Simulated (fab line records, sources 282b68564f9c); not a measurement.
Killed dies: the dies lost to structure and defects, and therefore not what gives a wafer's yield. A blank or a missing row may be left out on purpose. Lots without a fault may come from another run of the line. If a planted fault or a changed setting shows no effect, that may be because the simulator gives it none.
fab line records -- flow rit_cmos
record lots=6, wafers=18, last_day=7
route steps=202 shown NLDD@110 PLDD@114 SPACER@125 NSD@131 PSD@142 M1@202
lots that met no fault: taken from a fault-free run of the same line
start_h: start of the lot's first displayed wafer, in hours after the record's first day -- wait_h: how many hours have passed since the lot's step before this one -- " unchanged from the row above -- L1.1+2: several wafers, shown together as one row -- - no value present, or no start provided -- * or withheld: withheld -- < > ~ a bound
route shown NAME@n: a module of which the file shows steps, and the number in the route of the first -- usual: mean/standard deviation of fault-free wafers -- same: alike in all rows -- chamber/n: place in a boat -- sites: the reading at each site -- _std_site: standard deviation across them -- _edge_site: outer sites' mean less inner sites' -- radius_mm: for every site, how far away it sits from the centre of the wafer -- mask NAME#n: copy n -- behind: the tool/chamber that last shaped the wafer -- hold: what put the lot on hold/how long, in hours/how the hold closed -- device: whichever transistor did not switch (one of n, p or np) -- end of line: tests run on the same wafers once the route is complete -- a step without rows: its recipe alone -- killed: at the first sort, the dies lost to defects and structure; wafer yield is something else -- map: per-die view of a wafer (x killed, . not killed, _ where there is no die)
set.NAME: the run value of the setting; set.NAME@STEP: its run value at that earlier step -- model.NAME: the simulator's own value behind a step, which no gauge read
a table for each step, a row for each wafer; lots at some steps of the route
services: when a tool's chamber went out of use (start_h, in hours from the record's first day, below 0 if earlier), for how many hours, and the reason
## steps
# step RIT_NLDD_HARDBAKE_07
# recipe resist=NOVOLAK, temp_c=140, time_s=60
# step RIT_NLDD_IMPLANT_08
# recipe species=P, energy_kev=20, dose_cm2=4.883e+14, tilt_deg=7
# step RIT_NLDD_STRIP_09
# recipe chemistry=O2, time_s=180, resist=NOVOLAK, platen_temp_c=withheld, power_w=500, pressure_mtorr=4000, o2_flow_sccm=4000
# usual drypump_motor_current_A=5.6/0.56
lot.wafer,tool,chamber,start_h,wait_h,drypump_motor_current_A,rf_hours_counter_h
L892.3,plasma_asher-04,0,51.23,0.1,4.8,-
L892.4,plasma_asher-04,1,51.23,0.1,5.6,-
L892.6,plasma_asher-04,0,51.23,0.1,4.8,-
L896.3,plasma_asher-02,1,71.40,0.1,6.0,-
L896.5,plasma_asher-02,0,71.40,0.1,6.8,-
L896.6,plasma_asher-02,1,71.40,0.1,6.1,-
L902.2,plasma_asher-04,0,100.13,0.1,4.8,32
L902.4,plasma_asher-04,0,100.13,0.1,4.8,-
L902.5,plasma_asher-04,0,100.13,0.1,4.8,-
L905.1,plasma_asher-04,0,116.56,0.1,4.8,34
L905.2,plasma_asher-04,1,116.56,0.1,5.6,34
L905.6,plasma_asher-04,1,116.56,0.1,5.6,-
L910.2,plasma_asher-04,0,141.04,0.1,4.8,36
L910.3,plasma_asher-04,0,141.04,0.1,4.8,-
L910.4,plasma_asher-04,1,141.04,0.1,5.6,-
L912.2,plasma_asher-04,1,149.61,0.1,5.6,37
L912.5,plasma_asher-04,1,149.61,0.1,5.6,-
L912.6,plasma_asher-04,0,149.61,0.1,4.8,-
# step RIT_NLDD_TW_MEAS_10
# usual NLDD_TW=2478/21
lot.wafer,tool,chamber,start_h,wait_h,NLDD_TW
L892.3,film_metro-01,-,51.37,0.1,2433
L892.4,film_metro-01,-,51.37,0.1,2443
L892.6,film_metro-01,-,51.37,0.1,2431
L896.3,film_metro-02,-,71.54,0.1,2467
L896.5,film_metro-02,-,71.54,0.1,2456
L896.6,film_metro-02,-,71.54,0.1,2468
L902.2,film_metro-01,-,100.32,0.1,2460
L902.4,film_metro-01,-,100.32,0.1,2472
L902.5,film_metro-01,-,100.32,0.1,2477
L905.1,film_metro-04,-,116.74,0.1,2495
L905.2,film_metro-04,-,116.74,0.1,2508
L905.6,film_metro-04,-,116.74,0.1,2502
L910.2,film_metro-01,-,141.23,0.1,2471
L910.3,film_metro-01,-,141.23,0.1,2458
L910.4,film_metro-01,-,141.23,0.1,2463
L912.2,film_metro-04,-,149.79,0.1,2515
L912.5,film_metro-04,-,149.79,0.1,2509
L912.6,film_metro-04,-,149.79,0.1,2506
# step RIT_PLDD_HMDS_00
# recipe prime_time_s=60, prime_temp_c=140
# step RIT_PLDD_COAT_01
# recipe resist=NOVOLAK, spin_rpm=3250, resist_thk_nm=1000
# step RIT_PLDD_SOFTBAKE_02
# recipe resist=NOVOLAK, temp_c=90, time_s=60
# step RIT_PLDD_EXPOSE_03
# recipe mask_id=M8, na=0.57, target_cd_nm=40900, dose_mj=250
# step RIT_PLDD_PEB_04
# recipe resist=NOVOLAK, temp_c=withheld, time_s=withheld
# step RIT_PLDD_DEVELOP_05
# recipe resist=NOVOLAK, develop_time_s=50, dev_temp_c=23
# step RIT_PLDD_OVL_MEAS_06
# usual PLDD_OVL=-0.5/1.2
lot.wafer,tool,chamber,start_h,wait_h,PLDD_OVL[nm]
L892.3,overlay-02,-,52.27,-,-2.0
L892.4,overlay-02,-,52.27,-,-1.6
L892.6,overlay-02,-,52.27,-,-0.4
L896.3,overlay-01,-,72.57,-,-0.2
L896.5,overlay-01,-,72.57,-,0.7
L896.6,overlay-01,-,72.57,-,-0.9
L902.2,overlay-02,-,101.23,-,-2.2
L902.4,overlay-02,-,101.23,-,-1.1
L902.5,overlay-02,-,101.23,-,-1.0
L905.1,overlay-02,-,117.77,-,0.8
L905.2,overlay-02,-,117.77,-,-1.0
L905.6,overlay-02,-,117.77,-,-1.1
L910.2,overlay-02,-,142.16,-,-2.4
L910.3,overlay-02,-,142.16,-,-1.7
L910.4,overlay-02,-,142.16,-,-0.3
L912.2,overlay-01,-,150.70,-,0.6
L912.5,overlay-01,-,150.70,-,-0.5
L912.6,overlay-01,-,150.70,-,0.4
# step RIT_PLDD_HARDBAKE_07
# recipe resist=NOVOLAK, temp_c=140, time_s=60
# step RIT_PLDD_IMPLANT_08
# recipe species=BF2, energy_kev=20, dose_cm2=9e+14, tilt_deg=7
# usual beam_energy_keV=20.000/0.0058
lot.wafer,tool,chamber,start_h,wait_h,beam_energy_keV,model.implant.rp_nm,model.implant.drp_nm
L892.3,implanter-04,0,52.49,0.1,20.005,17.59,9.752
L892.4,implanter-04,0,52.49,0.1,20.000,17.59,9.752
L892.6,implanter-04,0,52.49,0.1,20.008,17.59,9.752
L896.3,implanter-03,0,72.79,0.1,20.008,17.44,9.752
L896.5,implanter-03,0,72.79,0.1,20.004,17.44,9.752
L896.6,implanter-03,0,72.79,0.1,20.008,17.44,9.752
L902.2,implanter-03,0,101.43,0.1,19.031,16.61,9.42
L902.4,implanter-03,0,101.43,0.1,19.032,16.61,9.42
L902.5,implanter-03,0,101.43,0.1,19.034,16.61,9.42
L905.1,implanter-03,0,117.96,0.1,19.046,16.47,9.42
L905.2,implanter-03,0,117.96,0.1,19.036,16.47,9.42
L905.6,implanter-03,0,117.96,0.1,19.031,16.47,9.42
L910.2,implanter-04,0,142.37,0.1,19.999,17.23,9.752
L910.3,implanter-04,0,142.37,0.1,19.997,17.23,9.752
L910.4,implanter-04,0,142.37,0.1,20.002,17.23,9.752
L912.2,implanter-04,0,150.91,0.1,19.995,17.48,9.752
L912.5,implanter-04,0,150.91,0.1,19.994,17.48,9.752
L912.6,implanter-04,0,150.91,0.1,20.004,17.48,9.752
# step RIT_PLDD_STRIP_09
# recipe chemistry=O2, time_s=180, resist=NOVOLAK, platen_temp_c=withheld, power_w=500, pressure_mtorr=4000, o2_flow_sccm=4000
# usual drypump_motor_current_A=5.9/0.41
lot.wafer,tool,chamber,start_h,wait_h,drypump_motor_current_A,rf_hours_counter_h
L892.3,plasma_asher-03,0,52.65,0.1,5.5,-
L892.4,plasma_asher-03,1,52.65,0.1,5.6,-
L892.6,plasma_asher-03,0,52.65,0.1,5.5,-
L896.3,plasma_asher-01,1,72.95,0.1,5.6,-
L896.5,plasma_asher-01,0,72.95,0.1,6.0,-
L896.6,plasma_asher-01,1,72.95,0.1,5.6,-
L902.2,plasma_asher-01,1,101.56,0.1,5.6,44
L902.4,plasma_asher-01,1,101.56,0.1,5.6,-
L902.5,plasma_asher-01,0,101.56,0.1,6.0,-
L905.1,plasma_asher-02,0,118.11,0.1,6.8,47
L905.2,plasma_asher-02,1,118.11,0.1,6.0,47
L905.6,plasma_asher-02,0,118.11,0.1,6.8,-
L910.2,plasma_asher-01,0,142.49,0.1,6.0,3
L910.3,plasma_asher-01,1,142.49,0.1,5.6,-
L910.4,plasma_asher-01,0,142.49,0.1,6.0,-
L912.2,plasma_asher-03,0,151.03,0.1,5.5,54
L912.5,plasma_asher-03,1,151.03,0.1,5.6,-
L912.6,plasma_asher-03,0,151.03,0.1,5.5,-
# step RIT_PLDD_TW_MEAS_10
# usual PLDD_TW=2353/21
lot.wafer,tool,chamber,start_h,wait_h,PLDD_TW
L892.3,film_metro-01,-,52.79,0.1,2309
L892.4,film_metro-01,-,52.79,0.1,2329
L892.6,film_metro-01,-,52.79,0.1,2316
L896.3,film_metro-02,-,73.09,0.1,2359
L896.5,film_metro-02,-,73.09,0.1,2353
L896.6,film_metro-02,-,73.09,0.1,2352
L902.2,film_metro-01,-,101.74,0.1,2295
L902.4,film_metro-01,-,101.74,0.1,2300
L902.5,film_metro-01,-,101.74,0.1,2293
L905.1,film_metro-01,-,118.29,0.1,2305
L905.2,film_metro-01,-,118.29,0.1,2304
L905.6,film_metro-01,-,118.29,0.1,2310
L910.2,film_metro-04,-,142.68,0.1,2350
L910.3,film_metro-04,-,142.68,0.1,2353
L910.4,film_metro-04,-,142.68,0.1,2352
L912.2,film_metro-04,-,151.22,0.1,2385
L912.5,film_metro-04,-,151.22,0.1,2385
L912.6,film_metro-04,-,151.22,0.1,2378
# step RIT_SPACER_CLEAN_00
# recipe chemistry=SC1, mix=3:3:50, time_s=600, temp_c=75
# step RIT_SPACER_CLEAN_01
# recipe chemistry=dHF, dilution=50:1, time_s=30
# step RIT_SPACER_CLEAN_02
# recipe chemistry=SC2, mix=3:3:50, time_s=600, temp_c=75, dry=n2_spin
# step RIT_SPACER_CVD_03
# recipe material=Si3N4, target_thk_nm=250, temp_c=810, precursor=SiH2Cl2/NH3, time_s=3173, pressure_mtorr=300, sih2cl2_flow_sccm=60, nh3_flow_sccm=150
# step RIT_SPACER_THK_MEAS_04
# recipe reads=Si3N4_of_SPACER_CVD_03
# usual SPACER_NITRIDE_THK=240.7/2.1
lot.wafer,tool,chamber,start_h,wait_h,SPACER_NITRIDE_THK[nm]
L892.3,film_metro-03,-,55.19,0.1,239.9
L892.4,film_metro-03,-,55.19,0.1,238.8
L892.6,film_metro-03,-,55.19,0.1,241.4
L896.3,film_metro-03,-,75.62,0.1,242.5
L896.5,film_metro-03,-,75.62,0.1,241.1
L896.6,film_metro-03,-,75.62,0.1,239.7
L902.2,film_metro-03,-,104.10,0.0,238.2
L902.4,film_metro-03,-,104.10,0.0,239.2
L902.5,film_metro-03,-,104.10,0.0,239.4
L905.1,film_metro-01,-,120.70,0.0,242.1
L905.2,film_metro-01,-,120.70,0.0,242.7
L905.6,film_metro-01,-,120.70,0.0,242.4
L910.2,film_metro-03,-,145.25,0.0,239.0
L910.3,film_metro-03,-,145.25,0.0,237.3
L910.4,film_metro-03,-,145.25,0.0,239.8
L912.2,film_metro-01,-,153.78,0.0,241.6
L912.5,film_metro-01,-,153.78,0.0,242.2
L912.6,film_metro-01,-,153.78,0.0,241.1
# step RIT_SPACER_ETCHBACK_05
# recipe target_depth_a=2500, SF6_flow_sccm=30, CHF3_flow_sccm=30, target=Si3N4, chemistry=SF6/CHF3, pressure_mtorr=40, rf_w=250, time_s=240, stop_on=SiO2
# usual drypump_motor_current_A=5.7/0.49, oes_product_au=0.827/0.0083, throttle_valve_pct=10.33/0.16
lot.wafer,tool,chamber,start_h,wait_h,drypump_motor_current_A,oes_product_au,rf_hours_counter_h,throttle_valve_pct
L892.3,rie_diel-01,0,55.23,0.0,6.4,0.829,5,10.15
L892.4,rie_diel-01,3,55.23,0.0,5.7,0.819,7,10.43
L892.6,rie_diel-01,2,55.23,0.0,6.1,0.825,-,10.31
L896.3,rie_diel-02,1,75.66,0.0,5.4,0.842,73,10.42
L896.5,rie_diel-02,2,75.66,0.0,5.5,0.821,-,10.35
L896.6,rie_diel-02,3,75.66,0.0,5.4,0.812,-,9.94
L902.2,rie_diel-02,3,104.15,0.0,5.3,0.828,5,9.94
L902.4,rie_diel-02,2,104.15,0.0,5.5,0.815,5,10.36
L902.5,rie_diel-02,3,104.15,0.0,5.3,0.814,-,9.93
L905.1,rie_diel-01,2,120.76,0.1,6.1,0.828,49,10.30
L905.2,rie_diel-01,1,120.76,0.1,5.0,0.819,49,10.32
L905.6,rie_diel-01,0,120.76,0.1,6.5,0.834,-,10.17
L910.2,rie_diel-04,2,145.30,0.0,4.9,0.822,9,10.27
L910.3,rie_diel-04,1,145.30,0.0,5.8,0.822,102,10.31
L910.4,rie_diel-04,1,145.30,0.0,5.7,0.820,-,10.30
L912.2,rie_diel-01,1,153.83,0.0,5.0,0.816,50,10.32
L912.5,rie_diel-01,0,153.83,0.0,6.4,0.839,-,10.19
L912.6,rie_diel-01,1,153.83,0.0,5.0,0.821,-,10.30
# step RIT_NSD_HMDS_00
# recipe prime_time_s=60, prime_temp_c=140
# step RIT_NSD_COAT_01
# recipe resist=NOVOLAK, spin_rpm=3250, resist_thk_nm=1000
# step RIT_NSD_SOFTBAKE_02
# recipe resist=NOVOLAK, temp_c=90, time_s=60
# step RIT_NSD_EXPOSE_03
# recipe mask_id=M9, na=0.57, target_cd_nm=40700, dose_mj=250
# step RIT_NSD_PEB_04
# recipe resist=NOVOLAK, temp_c=withheld, time_s=withheld
# step RIT_NSD_DEVELOP_05
# recipe resist=NOVOLAK, develop_time_s=50, dev_temp_c=23
# step RIT_NSD_OVL_MEAS_06
# usual NSD_OVL=-0.9/1.3
lot.wafer,tool,chamber,start_h,wait_h,NSD_OVL[nm]
L892.3,overlay-01,-,56.24,-,1.0
L892.4,overlay-01,-,56.24,-,-1.5
L892.6,overlay-01,-,56.24,-,0.2
L896.3,overlay-02,-,76.68,-,-1.4
L896.5,overlay-02,-,76.68,-,-1.5
L896.6,overlay-02,-,76.68,-,-1.3
L902.2,overlay-02,-,105.16,-,0.0
L902.4,overlay-02,-,105.16,-,-0.3
L902.5,overlay-02,-,105.16,-,-1.9
L905.1,overlay-01,-,121.76,-,-1.3
L905.2,overlay-01,-,121.76,-,-1.8
L905.6,overlay-01,-,121.76,-,-0.6
L910.2,overlay-02,-,146.43,-,2.3
L910.3,overlay-02,-,146.43,-,-0.5
L910.4,overlay-02,-,146.43,-,0.3
L912.2,overlay-01,-,154.84,-,-2.6
L912.5,overlay-01,-,154.84,-,-3.4
L912.6,overlay-01,-,154.84,-,-0.9
# step RIT_NSD_HARDBAKE_07
# recipe resist=NOVOLAK, temp_c=140, time_s=60
# step RIT_NSD_IMPLANT_08
# recipe species=P, energy_kev=25, dose_cm2=1.023e+15, tilt_deg=7
# step RIT_NSD_STRIP_09
# recipe chemistry=O2, time_s=180, resist=NOVOLAK, platen_temp_c=withheld, power_w=500, pressure_mtorr=4000, o2_flow_sccm=4000
# usual drypump_motor_current_A=5.4/0.4
lot.wafer,tool,chamber,start_h,wait_h,drypump_motor_current_A,rf_hours_counter_h
L892.3,plasma_asher-04,1,56.63,0.1,5.6,-
L892.4,plasma_asher-04,0,56.63,0.1,4.8,-
L892.6,plasma_asher-04,1,56.63,0.1,5.6,-
L896.3,plasma_asher-04,1,77.30,0.1,5.6,-
L896.5,plasma_asher-04,0,77.30,0.1,4.8,-
L896.6,plasma_asher-04,1,77.30,0.1,5.6,-
L902.2,plasma_asher-01,1,105.49,0.1,5.6,45
L902.4,plasma_asher-01,0,105.49,0.1,6.0,-
L902.5,plasma_asher-01,1,105.49,0.1,5.6,-
L905.1,plasma_asher-04,1,122.09,0.1,5.6,34
L905.2,plasma_asher-04,0,122.09,0.1,4.8,34
L905.6,plasma_asher-04,0,122.09,0.1,4.8,-
L910.2,plasma_asher-04,0,146.76,0.1,4.8,37
L910.3,plasma_asher-04,1,146.76,0.1,5.6,-
L910.4,plasma_asher-04,0,146.76,0.1,4.8,-
L912.2,plasma_asher-03,1,155.17,0.1,5.7,54
L912.5,plasma_asher-03,0,155.17,0.1,5.5,-
L912.6,plasma_asher-03,1,155.17,0.1,5.6,-
# step RIT_NSD_TW_MEAS_10
# usual NSD_TW=3132/27
lot.wafer,tool,chamber,start_h,wait_h,NSD_TW
L892.3,film_metro-01,-,56.76,0.1,3097
L892.4,film_metro-01,-,56.76,0.1,3110
L892.6,film_metro-01,-,56.76,0.1,3087
L896.3,film_metro-01,-,77.44,0.1,3105
L896.5,film_metro-01,-,77.44,0.1,3116
L896.6,film_metro-01,-,77.44,0.1,3086
L902.2,film_metro-01,-,105.67,0.1,3122
L902.4,film_metro-01,-,105.67,0.1,3113
L902.5,film_metro-01,-,105.67,0.1,3129
L905.1,film_metro-01,-,122.27,0.1,3118
L905.2,film_metro-01,-,122.27,0.1,3106
L905.6,film_metro-01,-,122.27,0.1,3099
L910.2,film_metro-01,-,146.94,0.1,3115
L910.3,film_metro-01,-,146.94,0.1,3117
L910.4,film_metro-01,-,146.94,0.1,3129
L912.2,film_metro-04,-,155.35,0.1,3169
L912.5,film_metro-04,-,155.35,0.1,3165
L912.6,film_metro-04,-,155.35,0.1,3173
# step RIT_PSD_HMDS_00
# recipe prime_time_s=60, prime_temp_c=140
# step RIT_PSD_COAT_01
# recipe resist=NOVOLAK, spin_rpm=3250, resist_thk_nm=1000
# step RIT_PSD_SOFTBAKE_02
# recipe resist=NOVOLAK, temp_c=90, time_s=60
# step RIT_PSD_EXPOSE_03
# recipe mask_id=M10, na=0.57, target_cd_nm=40900, dose_mj=250
# step RIT_PSD_PEB_04
# recipe resist=NOVOLAK, temp_c=withheld, time_s=withheld
# step RIT_PSD_DEVELOP_05
# recipe resist=NOVOLAK, develop_time_s=50, dev_temp_c=23
# step RIT_PSD_OVL_MEAS_06
# usual PSD_OVL=-0.7/1.3
lot.wafer,tool,chamber,start_h,wait_h,PSD_OVL[nm]
L892.3,overlay-01,-,57.66,-,1.0
L892.4,overlay-01,-,57.66,-,-0.9
L892.6,overlay-01,-,57.66,-,-1.1
L896.3,overlay-02,-,78.47,-,-1.1
L896.5,overlay-02,-,78.47,-,-1.8
L896.6,overlay-02,-,78.47,-,-1.0
L902.2,overlay-01,-,106.70,-,1.3
L902.4,overlay-01,-,106.70,-,0.6
L902.5,overlay-01,-,106.70,-,-0.3
L905.1,overlay-01,-,123.48,-,-0.5
L905.2,overlay-01,-,123.48,-,-0.4
L905.6,overlay-01,-,123.48,-,-0.1
L910.2,overlay-02,-,147.85,-,-1.5
L910.3,overlay-02,-,147.85,-,-0.2
L910.4,overlay-02,-,147.85,-,-0.1
L912.2,overlay-01,-,156.52,-,-1.7
L912.5,overlay-01,-,156.52,-,0.1
L912.6,overlay-01,-,156.52,-,-0.1
# step RIT_PSD_HARDBAKE_07
# recipe resist=NOVOLAK, temp_c=140, time_s=60
# step RIT_PSD_IMPLANT_08
# recipe species=BF2, energy_kev=27, dose_cm2=5e+15, tilt_deg=7
# step RIT_PSD_STRIP_09
# recipe chemistry=O2, time_s=180, resist=NOVOLAK, platen_temp_c=withheld, power_w=500, pressure_mtorr=4000, o2_flow_sccm=4000
# usual drypump_motor_current_A=5.8/0.63
lot.wafer,tool,chamber,start_h,wait_h,drypump_motor_current_A,rf_hours_counter_h
L892.3,plasma_asher-02,1,58.05,0.1,6.0,-
L892.4,plasma_asher-02,0,58.05,0.1,6.8,-
L892.6,plasma_asher-02,0,58.05,0.1,6.8,-
L896.3,plasma_asher-02,1,78.85,0.1,6.0,-
L896.5,plasma_asher-02,1,78.85,0.1,6.0,-
L896.6,plasma_asher-02,0,78.85,0.1,6.7,-
L902.2,plasma_asher-02,0,107.03,0.1,6.8,45
L902.4,plasma_asher-02,1,107.03,0.1,6.0,-
L902.5,plasma_asher-02,0,107.03,0.1,6.8,-
L905.1,plasma_asher-04,0,123.81,0.1,4.8,35
L905.2,plasma_asher-04,1,123.81,0.1,5.6,35
L905.6,plasma_asher-04,1,123.81,0.1,5.6,-
L910.2,plasma_asher-03,1,148.18,0.1,5.7,54
L910.3,plasma_asher-03,1,148.18,0.1,5.6,-
L910.4,plasma_asher-03,0,148.18,0.1,5.5,-
L912.2,plasma_asher-02,0,156.85,0.1,6.8,50
L912.5,plasma_asher-02,0,156.85,0.1,6.8,-
L912.6,plasma_asher-02,1,156.85,0.1,6.0,-
# step RIT_SDANNEAL_RS_MEAS_06
# recipe thk_meas_gauge=four-point-probe
# usual PLDD_RS=178.6/0.51
lot.wafer,tool,chamber,start_h,wait_h,PLDD_RS[ohm/sq]
L892.3,film_metro-01,-,58.93,0.1,178.6
L892.4,film_metro-01,-,58.93,0.1,178.4
L892.6,film_metro-01,-,58.93,0.1,178.6
L896.3,film_metro-01,-,79.73,0.1,178.0
L896.5,film_metro-01,-,79.73,0.1,178.4
L896.6,film_metro-01,-,79.73,0.1,178.2
L902.2,film_metro-01,-,107.97,0.1,182.2
L902.4,film_metro-01,-,107.97,0.1,182.5
L902.5,film_metro-01,-,107.97,0.1,182.9
L905.1,film_metro-02,-,124.71,0.1,181.7
L905.2,film_metro-02,-,124.71,0.1,181.9
L905.6,film_metro-02,-,124.71,0.1,181.6
L910.2,film_metro-02,-,149.10,0.1,179.4
L910.3,film_metro-02,-,149.10,0.1,179.3
L910.4,film_metro-02,-,149.10,0.1,179.1
L912.2,film_metro-02,-,157.80,0.1,178.4
L912.5,film_metro-02,-,157.80,0.1,178.4
L912.6,film_metro-02,-,157.80,0.1,179.0
# step RIT_M1_PROBE_99
# usual killed_at_front_end=6.9/2.8, killed_dies=7.0/2.8, killed_open=3.4/2, killed_short=3.5/2.1
# same gross_dies=264, killed_at_M0_to_M3=0, killed_at_M4_up=0, killed_at_back_side=0, killed_at_contacts=0, killed_at_other=0
lot.wafer,tool,chamber,start_h,wait_h,killed_at_front_end,killed_dies,killed_open,killed_short,model.etest.pldd.rs_ohm_sq,model.etest.pldd.line_ohm_um
L892.3,prober-02,-,66.00,0.2,6,6,0,6,499.8,158.5
L892.4,prober-02,-,66.05,0.2,14,14,7,7,516.8,162
L892.6,prober-02,-,66.15,0.2,5,5,1,4,511.9,162.2
L896.3,prober-02,-,86.96,0.2,5,5,1,4,465,145.8
L896.5,prober-02,-,87.06,0.2,3,3,1,2,479.8,150.1
L896.6,prober-02,-,87.11,0.2,7,7,1,6,453.7,146.2
L902.2,prober-02,-,115.29,0.1,7,7,4,3,572.1,176.5
L902.4,prober-02,-,115.39,0.2,9,9,6,3,583.5,183.7
L902.5,prober-02,-,115.44,0.2,7,7,4,3,574.9,181.3
L905.1,prober-01,-,131.95,0.1,6,6,3,3,568.1,180.3
L905.2,prober-01,-,132.00,0.1,8,8,3,5,585.8,185.4
L905.6,prober-01,-,132.20,0.2,9,9,5,4,566.9,180.8
L910.2,prober-01,-,160.03,0.1,7,7,2,5,508.8,159.8
L910.3,prober-01,-,160.08,0.2,8,8,4,4,531.6,165.6
L910.4,prober-01,-,160.13,0.2,9,9,4,5,517.3,162.9
L912.2,prober-02,-,165.11,0.1,6,6,5,1,466.4,146.2
L912.5,prober-02,-,165.26,0.2,9,9,2,7,468.4,146.1
L912.6,prober-02,-,165.31,0.2,9,9,5,3,479.9,150
# killed by level:class
L892.3 GATE:geometric_particle:short=5 REOX:geometric_particle:short=1
L892.4 GATE:geometric_particle:short=5 SPACER:geometric_particle:open=3 FOX1:geometric_particle:short=2 GATE:geometric_particle:open=2 REOX:geometric_particle:open=2
L892.6 GATE:geometric_particle:short=3 GATE:geometric_particle:open=1 SILICIDE:geometric_particle:short=1
L896.3 GATE:geometric_particle:short=2 SILICIDE:geometric_particle:short=2 FOX1:geometric_particle:open=1
L896.5 GATE:geometric_particle:short=1 REOX:geometric_particle:open=1 SILICIDE:geometric_particle:short=1
L896.6 SILICIDE:geometric_particle:short=3 FOX1:geometric_particle:short=2 GATE:geometric_particle:open=1 GATE:geometric_particle:short=1
L902.2 FOX1:geometric_particle:open=3 FOX1:geometric_particle:short=1 FOX2:geometric_particle:short=1 REOX:geometric_particle:open=1 REOX:geometric_particle:short=1
L902.4 FOX1:geometric_particle:open=3 FOX1:geometric_particle:short=2 FOX2:geometric_particle:open=1 GATE:geometric_particle:short=1 SPACER:geometric_particle:open=1 SILICIDE:geometric_particle:open=1
L902.5 GATE:geometric_particle:open=2 FOX1:geometric_particle:open=1 FOX1:geometric_particle:short=1 GATE:geometric_particle:short=1 SILICIDE:geometric_particle:open=1 SILICIDE:geometric_particle:short=1
L905.1 GATE:geometric_particle:short=2 SILICIDE:geometric_particle:open=2 FOX1:geometric_particle:short=1 REOX:geometric_particle:open=1
L905.2 GATE:geometric_particle:short=3 FOX1:geometric_particle:short=1 GATE:geometric_particle:open=1 REOX:geometric_particle:open=1 SILICIDE:geometric_particle:short=1 SILICIDE:geometric_particle:open=1
L905.6 GATE:geometric_particle:short=3 GATE:geometric_particle:open=3 FOX1:geometric_particle:open=1 FOX1:geometric_particle:short=1 REOX:geometric_particle:open=1
L910.2 GATE:geometric_particle:short=2 REOX:geometric_particle:short=1 FOX1:geometric_particle:open=1 FOX1:geometric_particle:short=1 GATE:geometric_particle:open=1 SPACER:geometric_particle:short=1
L910.3 FOX1:geometric_particle:open=2 GATE:geometric_particle:short=2 FOX1:geometric_particle:short=1 GATE:geometric_particle:open=1 SPACER:geometric_particle:short=1 SILICIDE:geometric_particle:open=1
L910.4 FOX2:geometric_particle:short=2 REOX:geometric_particle:open=2 FOX1:geometric_particle:open=1 FOX1:geometric_particle:short=1 GATE:geometric_particle:open=1 REOX:geometric_particle:short=1 SILICIDE:geometric_particle:short=1
L912.2 GATE:geometric_particle:open=3 GATE:geometric_particle:short=1 SPACER:geometric_particle:open=1 SILICIDE:geometric_particle:open=1
L912.5 GATE:geometric_particle:short=4 REOX:geometric_particle:short=2 FOX1:geometric_particle:short=1 FOX1:geometric_particle:open=1 REOX:geometric_particle:open=1
L912.6 FOX1:geometric_particle:open=2 FOX1:geometric_particle:short=1 GATE:geometric_particle:short=1 GATE:geometric_particle:open=1 REOX:geometric_particle:short=1 SPACER:geometric_particle:open=1 SILICIDE:geometric_particle:open=1 NRETRO:coat_microbubble_printed=1
## services
tool,chamber,start_h,hours,kind
plasma_asher-02,-,33.02,3.0,repair
plasma_asher-01,-,35.35,1.6,repair
rie_diel-02,2,35.61,11.6,repair
rie_diel-02,1,44.26,2.9,repair
rie_diel-02,1,47.14,2.3,repair
rie_diel-02,-,47.66,2.8,pm
rie_diel-04,0,57.62,2.5,repair
plasma_asher-03,-,62.49,0.7,repair
rie_diel-02,1,82.84,1.4,repair
implanter-03,-,88.29,0.5,repair
plasma_asher-04,-,93.69,0.4,repair
implanter-04,-,95.14,2.7,repair
plasma_asher-04,-,105.16,2.2,repair
plasma_asher-01,-,108.75,9.0,pm
plasma_asher-01,0,108.75,9.0,vent_cycle
plasma_asher-01,1,108.75,9.0,vent_cycle
implanter-04,-,115.71,2.6,repair
plasma_asher-01,0,117.75,-,clean
plasma_asher-01,1,117.75,-,clean
plasma_asher-02,-,123.99,3.4,repair
implanter-03,-,128.69,2.9,repair
plasma_asher-02,-,144.26,7.2,repair
rie_diel-04,3,145.27,2.7,repair
implanter-03,-,152.57,3.6,repair
## key
first_sign step=RIT_PLDD_IMPLANT_08, reading=beam_energy_keV, direction=down, sigmas=99+, usual=20.000, struck=19.035
effect step=RIT_SDANNEAL_RS_MEAS_06, reading=PLDD_RS, direction=up, sigmas=6.9, usual=178.6, struck=182.1
model_effect step=RIT_PLDD_IMPLANT_08, value=implant.rp_nm, without=17.19, struck=16.54
model_effect step=RIT_M1_PROBE_99, value=etest.pldd.rs_ohm_sq, without=518.7, struck=575.2
met_at RIT_PLDD_IMPLANT_08
struck_wafers L902.2,L902.4,L902.5,L905.1,L905.2,L905.6
tester_left_out L902,L905
onset_between 72.79 101.43
fault kind=process_parameter_drift, tool=implanter-03, chamber=-, onset_h=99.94, steps=RIT_PLDD_IMPLANT_08, channel=energy_kev, offset=-0.9599, shape=step, end_h=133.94, acts_in=these_recipes_only, stated=20
# tester_left_out: of these lots the tester's yield and bins aren't shown, on N5 and GAA mostly nor the transistor test; their killed dies are dies lost to structure and defects alone, not to doping, threshold or leakage, so they don't give the yield
